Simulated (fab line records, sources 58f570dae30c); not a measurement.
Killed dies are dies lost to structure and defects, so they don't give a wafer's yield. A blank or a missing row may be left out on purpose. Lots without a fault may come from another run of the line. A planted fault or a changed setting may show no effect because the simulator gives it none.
Split-lot experiment | flow berkeley_cmos170 | 5 lots, 23 wafers read, on a route of 331 steps

THE SPLIT
At UCB170_V1_PEB_10, the setting peb_temp_c was moved away from the recipe's 130 C on 10 of the 23 wafers read, by -2.7% to +1.5%. The other wafers ran this setting at the recipe's value.

FROM THE SPLIT TO THE READING: what the file shows between them, 4 steps
- UCB170_V1_DEVELOP_11: develop time 45 s
- UCB170_V1_CD_MEAS_12: target cd 700 nm
- UCB170_V1_ETCH_14: etches SiO2 in CHF3/CF4/Ar, stops on Al, target depth 1250 nm, time 291 s
- UCB170_V1_STRIP_15: strips in O2

THE READING
cd_nm, in nm, at UCB170_V1_CD_MEAS_90 (target cd 700 nm). Fault-free wafers of this fab line usually give 699.2 nm, standard deviation 1.5 nm.

wafer  | tool, chamber at the split | peb_temp_c as run, C | against the recipe | cd_nm, nm | against lot-mates on the recipe
L079.2 | litho_track-02, 0          | 127.2                | -2.2%              | 676.8     | -21.2
L079.3 | litho_track-02, 0          | 127.2                | -2.2%              | 676.2     | -21.8
L079.4 | litho_track-02, 0          | 130                  | recipe             | 697.8     | -
L079.5 | litho_track-02, 0          | 130                  | recipe             | 697.5     | -
L079.6 | litho_track-02, 0          | 130                  | recipe             | 698.6     | -
L081.1 | litho_track-01, 0          | 131.8                | +1.4%              | 712.0     | +11.2
L081.2 | litho_track-01, 0          | 130                  | recipe             | 701.1     | -
L081.3 | litho_track-01, 0          | 130                  | recipe             | 700.4     | -
L081.4 | litho_track-01, 0          | 131.8                | +1.4%              | 712.1     | +11.4
L081.6 | litho_track-01, 0          | 131.8                | +1.4%              | 711.5     | +10.8
L083.1 | litho_track-03, 0          | 130                  | recipe             | 698.9     | -
L083.4 | litho_track-03, 0          | 130                  | recipe             | 696.2     | -
L083.5 | litho_track-03, 0          | 130                  | recipe             | 699.5     | -
L084.2 | litho_track-01, 0          | 130                  | recipe             | 698.9     | -
L084.3 | litho_track-01, 0          | 130                  | recipe             | 700.1     | -
L084.4 | litho_track-01, 0          | 132                  | +1.5%              | 712.2     | +12.7
L084.5 | litho_track-01, 0          | 132                  | +1.5%              | 709.2     | +9.7
L084.6 | litho_track-01, 0          | 132                  | +1.5%              | 711.5     | +12.0
L085.1 | litho_track-03, 0          | 126.5                | -2.7%              | 671.2     | -27.7
L085.2 | litho_track-03, 0          | 130                  | recipe             | 698.9     | -
L085.3 | litho_track-03, 0          | 126.5                | -2.7%              | 672.0     | -26.9
L085.4 | litho_track-03, 0          | 130                  | recipe             | 700.2     | -
L085.5 | litho_track-03, 0          | 130                  | recipe             | 697.6     | -

THE FIT
A straight line over all 23 wafers: cd_nm changes by +9.62 nm for each +1% of peb_temp_c; r = +0.99; the points scatter about the line by 1.6 nm.
The same after taking each lot's own level away (the mean of its wafers on the recipe; 23 wafers): +9.22 nm for each +1%; r = +0.99; scatter 1.5 nm.
On that fit, the largest move of peb_temp_c shifts the reading by 25 nm.
The lots' own levels span 697.97 to 700.75 nm, that is 1.9 times the standard deviation above.
So the lot-to-lot level changes the slope little: the two slopes agree.
Check: with one of the wafers moved furthest among these (-2.7%) left out of the fit, the line predicts -25.1 nm for it against its lot-mates. It came out at -27.7 nm against them.

OTHER SPLITS ON THESE WAFERS
These wafers also went through other splits before the reading. Each is held against what the fit with the lots' levels taken away leaves over:
other split on the same wafers   | wafers away from the commonest value | r with cd_nm (lot level and that fit taken away)
UCB170_CONTACT_PEB_13 peb_temp_c | 8                                    | -0.17
UCB170_M1_METAL_ETCH_12 icp_w    | 4                                    | -0.05

THE WHOLE CHAIN: every reading that the file lists as answering this split, in the file's order
step                 | what it does                                                              | reading                                                   | change (the file's fit)              | r (the file's)
UCB170_V1_CD_MEAS_12 | target cd 700 nm                                                          | cd_nm                                                     | +9.41 nm for each +1% of the setting | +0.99
UCB170_V1_ETCH_14    | etches SiO2 in CHF3/CF4/Ar, stops on Al, target depth 1250 nm, time 291 s | V1.cd_nm (the simulator's own value, which no gauge read) | +9.46 nm for each +1% of the setting | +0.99
UCB170_V1_CD_MEAS_90 | target cd 700 nm                                                          | cd_nm                                                     | +9.45 nm for each +1% of the setting | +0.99

THE FILE'S OWN FIT
cd_nm changes by +9.45 nm for each +1% of peb_temp_c, r = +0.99.
